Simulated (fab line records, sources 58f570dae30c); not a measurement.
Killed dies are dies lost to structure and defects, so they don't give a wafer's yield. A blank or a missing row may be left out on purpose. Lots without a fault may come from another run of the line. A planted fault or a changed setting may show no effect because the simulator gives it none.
Which tool did it? | flow berkeley_cmos170 | 12 lots, 35 wafers sampled, at 1 step of a route of 331

WHAT THE GAUGES READ, wafer by wafer
UCB170_CONTACT_THK_MEAS_02.
lot  | measured     | on            | CONTACT_PSG_THK (nm)
L635 | day 8 07:30  | film_metro-03 | 708 708 707
L637 | day 8 09:13  | film_metro-01 | 699 696 701
L636 | day 8 09:13  | film_metro-03 | 708 701 700
L638 | day 9 00:14  | film_metro-01 | 711 706 709
L639 | day 9 01:01  | film_metro-02 | 699 703 699
L646 | day 10 16:40 | film_metro-01 | 691 692 695
L645 | day 10 18:26 | film_metro-01 | 687 691
L647 | day 10 18:28 | film_metro-03 | 689 697 690
L650 | day 11 18:23 | film_metro-03 | 699 698 705
L653 | day 11 19:28 | film_metro-02 | 704 704 704
L655 | day 13 03:31 | film_metro-03 | 700 694 694
L658 | day 14 05:02 | film_metro-01 | 705 695 698

WHICH TOOL RAN EACH LOT (tool, then ch and the chambers of the sampled wafers, then the start)
The record holds no process step before these readings.

WHAT THE TOOLS THEMSELVES READ (means of the sampled wafers that have a number; where no wafer has one, the mark that the record gives instead)
The record holds no such reading with a usual standard deviation.

THE ANSWER, worked out from the rows above alone
Rule: what is usual is taken from the lots themselves. Put in order of their means at a reading, lots are off if they are a third of the lots or fewer, leave a main group of 4 or more, and stand apart from it by a gap of 3 or more times the standard deviation of the main group's means; of several such gaps the widest counts. A main group whose means are all the same, to the digits that the tables above print for the reading, isn't used. A lot without any number at a reading at which 4 lots or more have one is off too. The other lots that the step has rows for count as sound. The gauges are gone through in route order, then the tools' own readings, and for those a lot's mean is taken as printed above. The first step at which some lot is off is used, and at that step the reading that is off furthest; a lot without a number counts as furthest.
No lot is off at any reading shown: from this, nothing can be told.

WHAT THE SIMULATOR HAD PUT IN
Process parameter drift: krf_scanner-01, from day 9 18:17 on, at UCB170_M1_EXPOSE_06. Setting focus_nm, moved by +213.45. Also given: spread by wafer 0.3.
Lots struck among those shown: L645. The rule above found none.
